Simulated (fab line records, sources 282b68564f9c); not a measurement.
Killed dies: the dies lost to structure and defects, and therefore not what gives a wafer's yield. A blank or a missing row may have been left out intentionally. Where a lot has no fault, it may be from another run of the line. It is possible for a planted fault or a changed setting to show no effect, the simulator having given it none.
What tool caused it?    flow rit_cmos    36 wafers from 12 lots sampled at 2 of the route's 202 steps

## WHAT EACH GAUGE READ, for each wafer
RIT_NSD_OVL_MEAS_06.
lot   measured     on          NSD_OVL (nm)
L687  day 3 03:43  overlay-01  0.8 1.3 1.1
L688  day 3 10:47  overlay-02  1.2 -2.3 -1.8
L689  day 3 14:17  overlay-02  -3.1 -2.7 -2.9
L690  day 3 17:31  overlay-01  3.4 2.1 -1.2
L691  day 4 06:50  overlay-02  -0.7 -1.0 0.0
L694  day 4 16:13  overlay-02  -2.2 -0.5 -2.1
L697  day 5 08:14  overlay-02  359.7 360.5 356.4
L699  day 5 15:34  overlay-01  361.6 361.8 359.4
L700  day 5 22:04  overlay-01  360.5 360.8 360.8
L701  day 6 01:46  overlay-02  359.7 361.5 359.9
L705  day 6 23:25  overlay-02  -0.7 -0.9 -0.9
L710  day 8 03:17  overlay-02  -2.8 -1.2 -0.5

## WHICH TOOL RAN EACH LOT (tool, then ch and the chambers of the sampled wafers, then the start)
lot   RIT_NSD_EXPOSE_03
L687  iline_stepper-01 ch 0, day 3 03:20
L688  iline_stepper-02 ch 0, day 3 10:20
L689  iline_stepper-02 ch 0, day 3 13:53
L690  iline_stepper-01 ch 0, day 3 17:07
L691  iline_stepper-02 ch 0, day 4 06:26
L694  iline_stepper-02 ch 0, day 4 15:49
L697  iline_stepper-01 ch 0, day 5 07:50
L699  iline_stepper-01 ch 0, day 5 15:07
L700  iline_stepper-01 ch 0, day 5 21:41
L701  iline_stepper-01 ch 0, day 6 01:23
L705  iline_stepper-02 ch 0, day 6 23:01
L710  iline_stepper-02 ch 0, day 8 02:53
- RIT_NSD_EXPOSE_03: exposes mask M9, target cd 40700 nm.

## WHAT THE TOOLS THEMSELVES READ (means of the sampled wafers that have a number; where no wafer has one, the mark that the record gives instead)
The record holds no such reading with a usual standard deviation.

## THE ANSWER, worked out from the rows above alone
Rule: usual is defined by the lots themselves. Put in order of their means at a reading, lots are off if they are a third of the lots or fewer, leave a main group of 4 or more, and stand apart from it by a gap of 3 or more times the standard deviation of the main group's means; of several such gaps the widest counts. A main group is skipped when, at the precision printed for the reading in the tables above, its means are all equal. A lot without any number at a reading at which 4 lots or more have one is off too. Where the step has rows for the other lots, those lots are counted as sound. Order of review: gauges by route order, followed by the tools' own readings, for which a lot's mean as printed above is used. At the first step where some lot is off, the reading lying furthest off is the one used; lots without a number count as furthest.
Off: L697, L699, L700, L701, at RIT_NSD_OVL_MEAS_06 (NSD_OVL). For the main group the mean is -0.7 nm and the standard deviation 1.3.
If a tool, at a process step before that reading, ran all the lots that are off and no sound lot after the first of them, it fits. Gauges at RIT_NSD_OVL_MEAS_06: tried the same way as those tools. One fits: iline_stepper-01 at RIT_NSD_EXPOSE_03. Its last sound lot is L690 (day 3 17:07), its first lot that is off L697 (day 5 07:50): a fault that began between those two fits.

## WHAT WAS PUT IN BY THE SIMULATOR
Scanner matching overlay: iline_stepper-01, from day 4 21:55 on, at RIT_NSD_EXPOSE_03. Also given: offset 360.
Struck lots among those shown: L697, L699, L700, L701. This agrees with what the rule above found.
